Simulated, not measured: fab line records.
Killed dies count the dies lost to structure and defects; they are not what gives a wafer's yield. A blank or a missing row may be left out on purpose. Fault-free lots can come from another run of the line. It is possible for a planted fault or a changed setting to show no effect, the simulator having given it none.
Which tool did it?	flow berkeley-cmos170	14 lots, 42 wafers sampled, at 4 steps of a route of 331

WHAT EACH GAUGE READ, for each wafer
UCB170_NSD_TW_MEAS_10.
lot	measured	on	NSD_TW
L462	day 6 11:06	film-metro-04	4181 4202 4183
L463	day 6 11:56	film-metro-01	4156 4178 4170
L466	day 7 04:31	film-metro-04	4133 4137 4158
L467	day 7 17:10	film-metro-04	4157 4168 4174
L468	day 7 17:20	film-metro-01	4195 4187 4199
L469	day 8 06:28	film-metro-04	4188 4170 4185
L472	day 8 19:02	film-metro-01	4182 4171 4187
L471	day 8 19:08	film-metro-03	4190 4185 4183
L474	day 9 03:24	film-metro-03	4200 4187 4184
L482	day 10 23:20	film-metro-01	30 30 30
L481	day 10 23:28	film-metro-04	30 30 30
L483	day 11 09:11	film-metro-03	4202 4200 4197
L484	day 11 09:28	film-metro-01	4167 4188 4173
L485	day 11 23:00	film-metro-03	4223 4194 4222

UCB170_SDANNEAL_RS_MEAS_03: uses a four-point probe to measure.
lot	measured	on	NSD_RS (ohm/sq)
L462	day 6 12:22	film-metro-03	37.31 37.24 37.18
L463	day 6 15:50	film-metro-03	37.45 37.37 37.34
L466	day 7 05:53	film-metro-01	37.15 37.11 37.21
L467	day 7 18:22	film-metro-03	37.27 37.33 37.35
L468	day 7 18:32	film-metro-04	37.16 37.21 37.30
L469	day 8 07:46	film-metro-04	37.29 37.18 37.25
L472	day 8 20:25	film-metro-01	37.38 37.44 37.47
L471	day 8 20:25	film-metro-04	37.15 37.16 37.16
L474	day 9 04:38	film-metro-03	37.28 37.30 37.26
L482	day 11 00:58	film-metro-01	133.06 132.97 133.25
L481	day 11 00:56	film-metro-04	133.04 133.21 132.70
L483	day 11 10:41	film-metro-04	37.28 37.14 37.21
L484	day 11 11:02	film-metro-01	37.22 37.31 37.28
L485	day 12 00:20	film-metro-04	37.10 37.10 37.25

WHICH TOOL RAN EACH LOT (tool, then ch and the chambers of the sampled wafers, then the start)
lot	UCB170_NSD_IMPLANT_08	UCB170_NSD_STRIP_09
L462	implanter-03 ch 0, day 6 10:52	plasma-asher-01 ch 0,1, day 6 10:59
L463	implanter-02 ch 0, day 6 11:42	plasma-asher-03 ch 0,1, day 6 11:49
L466	implanter-04 ch 0, day 7 04:16	plasma-asher-04 ch 0,1, day 7 04:25
L467	implanter-03 ch 0, day 7 16:55	plasma-asher-03 ch 0,1, day 7 17:04
L468	implanter-02 ch 0, day 7 17:05	plasma-asher-04 ch 0,1, day 7 17:14
L469	implanter-04 ch 0, day 8 06:13	plasma-asher-03 ch 0,1, day 8 06:22
L472	implanter-02 ch 0, day 8 18:47	plasma-asher-04 ch 0,1, day 8 18:56
L471	implanter-04 ch 0, day 8 18:53	plasma-asher-01 ch 0,1, day 8 19:02
L474	implanter-02 ch 0, day 9 03:09	plasma-asher-01 ch 0,1, day 9 03:18
L482	implanter-02, day 10 23:06	plasma-asher-03 ch 0,1, day 10 23:14
L481	implanter-04, day 10 23:14	plasma-asher-01 ch 0,1, day 10 23:21
L483	implanter-02 ch 0, day 11 08:57	plasma-asher-01 ch 0, day 11 09:04
L484	implanter-03 ch 0, day 11 09:13	plasma-asher-01 ch 0,1, day 11 09:21
L485	implanter-02 ch 0, day 11 22:47	plasma-asher-01 ch 0,1, day 11 22:55
- UCB170_NSD_IMPLANT_08
- UCB170_NSD_STRIP_09: strips in O2.

AS READ BY THE TOOLS THEMSELVES (means over the sampled wafers that have a number; for cases with no such wafer, the mark the record gives instead)
UCB170_NSD_IMPLANT_08.
lot	tool	beam-energy-keV	beam-on-s (s)	faraday-current-uA
L462	implanter-03	40.010	9.93	9303
L463	implanter-02	39.999	10.10	9184
L466	implanter-04	40.004	9.85	9410
L467	implanter-03	39.999	10.01	9251
L468	implanter-02	39.978	10.06	9187
L469	implanter-04	40.007	10.06	9205
L472	implanter-02	39.997	9.90	9386
L471	implanter-04	40.012	10.00	9237
L474	implanter-02	39.996	9.94	9335
L482	implanter-02	-	-	-
L481	implanter-04	-	-	-
L483	implanter-02	39.990	9.84	9392
L484	implanter-03	39.991	10.00	9279
L485	implanter-02	39.997	10.03	9241

UCB170_NSD_STRIP_09.
lot	tool	drypump-motor-current-A (A)	oes-product-au (a.u.)	strip-time-to-endpoint-s (s)
L462	plasma-asher-01	5.36	0.532	35.86
L463	plasma-asher-03	5.58	0.537	35.77
L466	plasma-asher-04	5.42	0.530	35.90
L467	plasma-asher-03	5.60	0.541	35.75
L468	plasma-asher-04	5.43	0.531	35.71
L469	plasma-asher-03	5.59	0.536	35.73
L472	plasma-asher-04	5.40	0.531	35.64
L471	plasma-asher-01	5.29	0.533	35.75
L474	plasma-asher-01	5.36	0.531	35.83
L482	plasma-asher-03	5.59	0.736	21.56
L481	plasma-asher-01	5.30	0.737	21.71
L483	plasma-asher-01	5.47	0.532	35.71
L484	plasma-asher-01	5.27	0.527	35.85
L485	plasma-asher-01	5.34	0.539	35.94

THE ANSWER, worked out from the rows above alone
Rule: what is usual is taken from the lots themselves. The widest of any qualifying gaps counts: lots, ordered by their means at a reading, are off when they make up no more than a third of the lots, leave a main group of 4 or more, and stand apart from it by 3 or more times the standard deviation of that group's means. The tables above print the reading to a certain number of digits; a main group whose means all agree to those digits is not used. A lot without any number at a reading at which 4 lots or more have one is off too. Any other lot the step has rows for is counted as sound. After the gauges, taken in route order, come the tools' own readings; for these a lot's mean is taken, as printed above. The first step at which some lot is off is used, and at that step the reading that is off furthest; a lot without a number counts as furthest.
Off: L482, L481, seen at UCB170_NSD_TW_MEAS_10 (NSD_TW). Mean 4182 and standard deviation 17 in the main group.
A tool fits if, at a process step before that reading, it ran every lot that is off, and no sound lot after the first of them. Not tried: the gauges at UCB170_NSD_TW_MEAS_10; whatever is off there is also off at UCB170_NSD_IMPLANT_08, on other tools, and gauge error can't account for it. Of those tried, none fits.

WHAT WAS PUT IN BY THE SIMULATOR
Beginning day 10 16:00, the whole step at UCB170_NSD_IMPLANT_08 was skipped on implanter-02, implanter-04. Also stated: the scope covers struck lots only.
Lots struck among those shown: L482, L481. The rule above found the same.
